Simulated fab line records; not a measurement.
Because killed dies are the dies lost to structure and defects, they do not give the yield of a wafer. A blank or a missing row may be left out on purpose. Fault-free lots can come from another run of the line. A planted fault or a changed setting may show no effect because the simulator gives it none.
fab line records | flow berkeleyCmos170
[record] lots = 6 wafers = 18 lastDay = 12
route steps=331 shown PWELL@53 WELLDRIVE@55 ACTIVE@60
lots with no fault: from the same line, run without faults
startH: start of the lot's first displayed wafer, in hours after the record's first day | waitH: time in hours since the lot's previous step | " unchanged from the row above | L1.1+2: one row covering several wafers at once | - no value present, or no start provided | * or withheld: withheld | < > ~ a bound
route shown NAME@n: names a module that has steps shown in the file, with the first one's number in the route | usual: mean and standard deviation over wafers with no fault | same: alike in all rows | chamber/n: place in a boat | sites: readings site by site | _std_site: standard deviation across them | _edge_site: inner sites' mean taken away from outer sites' mean | radiusMm: how far each site lies from the wafer's centre | mask NAME#n: copy n | behind: the last tool/chamber to shape the wafer | hold: why the lot was held/for how many hours/how that ended | device: whichever transistor did not switch (one of n, p or np) | end of line: tests run on the same wafers once the route is complete | a step given without rows: its recipe and nothing more | killed: at the first sort, the dies lost to defects and structure; wafer yield is something else | map: dies across one wafer; x = killed, . = not, _ = none there
set.NAME: the run value of the setting; set.NAME@STEP: its run value at that earlier step | model.NAME: the simulator's own value behind a step, which no gauge read
lots at some steps of the route; a table a step, a row a wafer
services: the hour from which a tool's chamber was out of use, counted from the record's first day as startH (under 0 if before that day), plus the number of hours and why
[[steps]]
[step UCB170_PWELL_WET_ETCH_19]
[recipe] chemistry = H3PO4 target = Si3N4 tempC = 160 timeS = 14400
[step UCB170_PWELL_WET_ETCH_20]
[recipe] chemistry = BOE dilution = 5:1 target = SiO2 tempC = 25 timeS = 22
[step UCB170_WELLDRIVE_CLEAN_00]
[recipe] chemistry = SPM tempC = 120 timeS = 600
[step UCB170_WELLDRIVE_OXIDATION_01]
[recipe] tempC = 1100 ambient = O2 targetThkA = 1990 oxTimeS = 9000
[step UCB170_WELLDRIVE_THK_MEAS_02]
[recipe] reads = SiO2_of_WELLDRIVE_OXIDATION_01
[usual] WELLDRIVE_OXIDE_THK = 196/3.4
// columns lot.wafer tool chamber startH waitH WELLDRIVE_OXIDE_THK[nm]
L967.2 filmMetro-03 - 83.30 0.0 199
L967.5 " - " " 197
L967.6 " - " " 199
L979.2 filmMetro-02 - 134.58 0.0 196
L979.4 " - " " 203
L979.5 " - " " 200
L980.2 filmMetro-04 - 144.89 0.0 196
L980.3 " - " " 195
L980.4 " - " " 195
L981.1 filmMetro-02 - 148.65 0.0 198
L981.3 " - " " 198
L981.6 " - " " 195
L984.2 filmMetro-04 - 164.56 0.0 197
L984.5 " - " " 193
L984.6 " - " " 198
L986.1 filmMetro-03 - 175.82 0.0 199
L986.4 " - " " 200
L986.5 " - " " 199
[step UCB170_WELLDRIVE_ANNEAL_03]
[recipe] tempC = 1100 timeS = 900 ambient = N2
[step UCB170_WELLDRIVE_WET_ETCH_04]
[recipe] chemistry = BOE dilution = 5:1 target = SiO2 tempC = 25 timeS = 120
[step UCB170_ACTIVE_CLEAN_00]
[recipe] chemistry = SPM tempC = 120 timeS = 600
[step UCB170_ACTIVE_CLEAN_01]
[recipe] chemistry = dHF dilution = 25:1 timeS = 60
[step UCB170_ACTIVE_OXIDATION_02]
[recipe] tempC = 1000 ambient = O2 targetThkA = 264 oxTimeS = 1260
[step UCB170_ACTIVE_THK_MEAS_03]
[recipe] reads = SiO2_of_ACTIVE_OXIDATION_02
[usual] ACTIVE_OXIDE_THK = 26.1/0.41
// columns lot.wafer tool chamber startH waitH ACTIVE_OXIDE_THK[nm]
L967.2 filmMetro-01 - 94.28 0.0 26.1
L967.5 " - " " 26.1
L967.6 " - " " 25.9
L979.2 filmMetro-01 - 141.42 0.1 26.2
L979.4 " - " " 26.5
L979.5 " - " " 26.3
L981.1 filmMetro-04 - 154.47 0.0 26.7
L981.3 " - " " 26.0
L981.6 " - " " 26.4
L980.2 filmMetro-01 - 154.48 0.0 25.3
L980.3 " - " " 25.9
L980.4 " - " " 25.7
L984.2 filmMetro-03 - 175.29 0.0 25.9
L984.5 " - " " 26.9
L984.6 " - " " 26.0
L986.1 filmMetro-01 - 181.28 0.0 26.8
L986.4 " - " " 26.9
L986.5 " - " " 26.8
[step UCB170_ACTIVE_ANNEAL_04]
[recipe] tempC = 1000 timeS = 900 ambient = N2
[step UCB170_ACTIVE_CVD_05]
[recipe] material = Si3N4 targetThkNm = 220 tempC = 800 precursor = SiH2Cl2/NH3 timeS = 3300 pressureMtorr = 200 sih2cl2FlowSccm = 25 nh3FlowSccm = 75
[usual] spikeTcCentreC = 802.2/1.3 zonePowerCentrePct = 33.5/1.7
// columns lot.wafer tool chamber startH waitH spikeTcCentreC zonePowerCentrePct model.Si3N4_of_ACTIVE_CVD_05.thkNm
L967.2 lpcvd-02 0 97.89 0.0 801.7 31.6 223.3
L967.5 " 0 " " 801.9 31.6 222.4
L967.6 " 0 " " 802.5 31.5 221.4
L979.2 lpcvd-02 1 147.31 0.0 801.0 34.5 220.3
L979.4 " 1 " " 800.9 34.4 222.6
L979.5 " 1 " " 799.8 34.4 220.2
L980.2 lpcvd-02 1 158.30 0.0 829.7 44.4 239.5
L980.3 " 1 " " 828.0 45.0 244.4
L980.4 " 1 " " 830.6 43.8 254.1
L981.1 lpcvd-02 1 158.30 0.0 829.0 43.6 233.5
L981.3 " 1 " " 828.0 44.1 248
L981.6 " 1 " " 829.3 44.3 280.5
L984.2 lpcvd-01 0 179.05 0.0 803.3 34.7 222.9
L984.5 " 0 " " 803.5 34.9 220.9
L984.6 " 0 " " 802.2 34.5 220.6
L986.1 lpcvd-01 0 185.53 0.0 803.7 34.4 220.3
L986.4 " 0 " " 802.8 34.4 220
L986.5 " 0 " " 803.5 34.4 219.7
[step UCB170_ACTIVE_THK_MEAS_06]
[recipe] reads = Si3N4_of_ACTIVE_CVD_05
[usual] ACTIVE_NITRIDE_THK = 221.5/1.5
// columns lot.wafer tool chamber startH waitH ACTIVE_NITRIDE_THK[nm]
L967.2 filmMetro-04 - 99.82 0.0 223.1
L967.5 " - " " 222.4
L967.6 " - " " 221.5
L979.2 filmMetro-01 - 149.47 0.2 220.2
L979.4 " - " " 222.4
L979.5 " - " " 220.1
L981.1 filmMetro-01 - 160.22 0.0 233.5
L981.3 " - " " 248.1
L981.6 " - " " 280.7
L980.2 filmMetro-04 - 160.23 0.0 239.2
L980.3 " - " " 244.3
L980.4 " - " " 254.2
L984.2 filmMetro-03 - 180.98 0.0 223.0
L984.5 " - " " 221.1
L984.6 " - " " 220.7
L986.1 filmMetro-03 - 187.45 0.0 220.2
L986.4 " - " " 220.1
L986.5 " - " " 219.6
[step UCB170_ACTIVE_HMDS_07]
[recipe] primeTimeS = 60 primeTempC = 100
[step UCB170_ACTIVE_COAT_08]
[recipe] resist = KrF spinRpm = 1500 resistThkNm = 900
[step UCB170_ACTIVE_SOFTBAKE_09]
[recipe] resist = KrF tempC = 130 timeS = 60
[step UCB170_ACTIVE_EXPOSE_10]
[recipe] maskId = ACTIVE targetCdNm = 1200 na = 0.5 sigmaOuter = 0.6 sourceShape = conventional doseMj = 20
[step UCB170_ACTIVE_PEB_11]
[recipe] pebTempC = 130 pebTimeS = withheld resist = KrF
[step UCB170_ACTIVE_DEVELOP_12]
[recipe] developer = TMAH developTimeS = 45 resist = KrF devTempC = 21
[step UCB170_ACTIVE_CD_MEAS_13]
[recipe] targetCdNm = 1200
[usual] cdNm = 1200.0/1.3
// columns lot.wafer tool chamber startH waitH cdNm
L967.2 cdSem-01 - 101.11 - 1202.9
L967.5 " - " " 1203.1
L967.6 " - " " 1202.6
L979.2 cdSem-01 - 151.83 - 1200.1
L979.4 " - " " 1199.4
L979.5 " - " " 1199.5
L980.2 cdSem-02 - 161.37 - 1200.9
L980.3 " - " " 1201.0
L980.4 " - " " 1200.9
L981.1 cdSem-01 - 161.45 - 1198.6
L981.3 " - " " 1198.9
L981.6 " - " " 1197.7
L984.2 cdSem-01 - 182.71 - 1202.0
L984.5 " - " " 1201.8
L984.6 " - " " 1201.2
L986.1 cdSem-01 - 188.47 - 1198.6
L986.4 " - " " 1198.2
L986.5 " - " " 1198.8
[step UCB170_ACTIVE_OVL_MEAS_14]
[usual] ACTIVE_OVL = -3/5.9
// columns lot.wafer tool chamber startH waitH ACTIVE_OVL[nm]
L967.2 overlay-02 - 101.21 0.1 1
L967.5 " - " " 1
L967.6 " - " " 12
L979.2 overlay-01 - 151.94 0.1 -3
L979.4 " - " " 2
L979.5 " - " " 7
L980.2 overlay-01 - 161.48 0.1 -3
L980.3 " - " " -10
L980.4 " - " " -8
L981.1 overlay-02 - 161.57 0.1 -2
L981.3 " - " " -6
L981.6 " - " " -1
L984.2 overlay-01 - 182.82 0.1 1
L984.5 " - " " -2
L984.6 " - " " 0
L986.1 overlay-02 - 188.59 0.1 1
L986.4 " - " " -3
L986.5 " - " " 2
[step UCB170_ACTIVE_ETCH_15]
[recipe] chemistry = CH3F/Ar/O2 target = Si3N4 stopOn = SiO2 CH3F_flow_sccm = 20 Ar_flow_sccm = 50 O2_flow_sccm = 7 pressureMtorr = 50 rfW = 450 targetDepthA = 2420 overEtchFrac = 0.1 timeS = 151
[usual] drypumpMotorCurrentA = 5.4/0.48 oesProductAu = 0.938/0.015 throttleValvePct = 8.06/0.13
[same] overEtchFrac = 0.1
// columns lot.wafer tool chamber startH waitH drypumpMotorCurrentA oesProductAu rfHoursCounterH throttleValvePct model.etch.depthNm
L967.2 rieDiel-01 2 101.24 0.0 5.0 0.928 31 8.02 223.3
L967.5 " 0 " " 5.0 0.921 - 8.01 222.4
L967.6 " 3 " " 5.5 0.960 - 8.18 221.4
L979.2 rieDiel-03 2 151.97 0.0 5.6 0.933 129 8.16 220.3
L979.4 " 3 " " 4.8 0.926 20 8.30 222.6
L979.5 " 0 " " 5.4 0.942 - 7.91 220.2
L980.2 rieDiel-03 3 161.51 0.0 4.7 0.945 20 8.32 239.5
L980.3 " 1 " " 5.7 1.011 9 8.03 244.4
L980.4 " 0 " " 5.4 1.002 51 7.92 247.3
L981.1 rieDiel-02 2 161.61 0.0 5.1 0.979 77 8.02 233.5
L981.3 " 0 " " 6.0 0.980 4 8.02 235.4
L981.6 " 2 " " 5.1 1.006 - 8.01 240.2
L984.2 rieDiel-02 0 182.85 0.0 6.0 0.944 4 8.03 222.9
L984.5 " 3 " " 5.1 0.925 - 7.92 220.9
L984.6 " 2 " " 5.1 0.945 - 8.01 220.6
L986.1 rieDiel-01 0 188.62 0.0 5.0 0.917 129 8.01 220.3
L986.4 " 3 " " 5.5 0.953 137 8.18 220
L986.5 " 2 " " 5.0 0.915 - 8.01 219.7
[step UCB170_ACTIVE_STRIP_16]
[recipe] chemistry = O2 powerW = 400 pressureMtorr = 3500 platenTempC = withheld o2FlowSccm = 400 overashFraction = 0.5
[usual] drypumpMotorCurrentA = 5.46/0.26 oesProductAu = 0.721/0.0047 stripTimeToEndpointS = 18.09/0.1
// columns lot.wafer tool chamber startH waitH drypumpMotorCurrentA oesProductAu rfHoursCounterH stripTimeToEndpointS
L967.2 plasmaAsher-03 1 101.34 0.1 5.53 0.727 37 18.03
L967.5 " 1 " " 5.53 0.716 - 18.14
L967.6 " 0 " " 5.15 0.726 - 18.08
L979.2 plasmaAsher-03 1 152.07 0.1 5.52 0.727 44 18.10
L979.4 " 0 " " 5.19 0.726 - 18.12
L979.5 " 0 " " 5.19 0.715 - 18.05
L980.2 plasmaAsher-01 1 161.61 0.1 5.23 0.713 48 18.03
L980.3 " 1 " " 5.23 0.718 - 18.04
L980.4 " 0 " " 5.72 0.722 - 17.99
L981.1 plasmaAsher-03 1 161.71 0.1 5.53 0.727 45 17.98
L981.3 " 0 " " 5.24 0.717 - 18.09
L981.6 " 0 " " 5.18 0.714 - 18.08
L984.2 plasmaAsher-04 1 182.95 0.1 6.10 0.715 7 18.16
L984.5 " 1 " " 6.09 0.718 - 18.07
L984.6 " 0 " " 5.74 0.715 - 18.08
L986.1 plasmaAsher-03 0 188.72 0.1 5.20 0.720 47 18.12
L986.4 " 0 " " 5.20 0.715 - 18.14
L986.5 " 0 " " 5.21 0.719 - 18.11
[[services]]
// columns tool chamber startH hours kind
rieDiel-01 3 77.42 1.9 repair
rieDiel-03 3 83.83 1.3 repair
plasmaAsher-01 - 85.99 0.4 repair
rieDiel-01 0 87.39 2.9 repair
rieDiel-03 1 99.21 2.8 repair
lpcvd-02 - 102.17 0.8 repair
plasmaAsher-04 - 108.75 9.0 pm
plasmaAsher-04 0 108.75 9.0 ventCycle
plasmaAsher-04 1 108.75 9.0 ventCycle
rieDiel-03 - 116.01 2.8 pm
plasmaAsher-04 0 117.75 - clean
plasmaAsher-04 1 117.75 - clean
rieDiel-02 - 127.79 15.6 pm
plasmaAsher-04 - 129.53 5.8 repair
rieDiel-02 - 145.61 0.7 repair
[[key]]
[firstSign] step = UCB170_ACTIVE_CVD_05 reading = spikeTcCentreC direction = up sigmas = 20 usual = 802.2 struck = 829.1
[effect] step = UCB170_ACTIVE_CVD_05 reading = zonePowerCentrePct direction = up sigmas = 6.2 usual = 33.5 struck = 44.2
[effect] step = UCB170_ACTIVE_THK_MEAS_06 reading = ACTIVE_NITRIDE_THK direction = up sigmas = 19 usual = 221.5 struck = 250.0
[effect] step = UCB170_ACTIVE_ETCH_15 reading = oesProductAu direction = up sigmas = 3.2 usual = 0.938 struck = 0.987 wafersMoved = 5
[modelEffect] step = UCB170_ACTIVE_CVD_05 value = Si3N4_of_ACTIVE_CVD_05.thkNm without = 222.9 struck = 250
[modelEffect] step = UCB170_ACTIVE_ETCH_15 value = etch.depthNm without = 222.9 struck = 240.1
metAt UCB170_ACTIVE_CVD_05
struckWafers L980.2,L980.3,L980.4,L981.1,L981.3,L981.6
laterRowsLeftOut L980.4,L981.3,L981.6
sortLeftOut L980.2,L980.3,L980.4,L981.1,L981.3,L981.6
testerLeftOut L980,L981
onsetBetween 147.31 158.30
[fault] kind = processParameterDrift tool = lpcvd-02 chamber = - onsetH = 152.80 steps = UCB170_ACTIVE_CVD_05 channel = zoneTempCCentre offset = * shape = step endH = 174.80
// testerLeftOut: of these lots the tester's yield and bins aren't shown, on N5 and GAA mostly nor the transistor test; their killed dies are dies lost to structure and defects alone, not to doping, threshold or leakage, so they don't give the yield
// sortLeftOut: the simulated sort isn't trusted on such a fault, so these wafers' sort isn't shown, and their yield isn't known
// laterRowsLeftOut: the simulator's readings of these wafers behind a module that went badly wrong aren't trusted and aren't shown, but for the sort
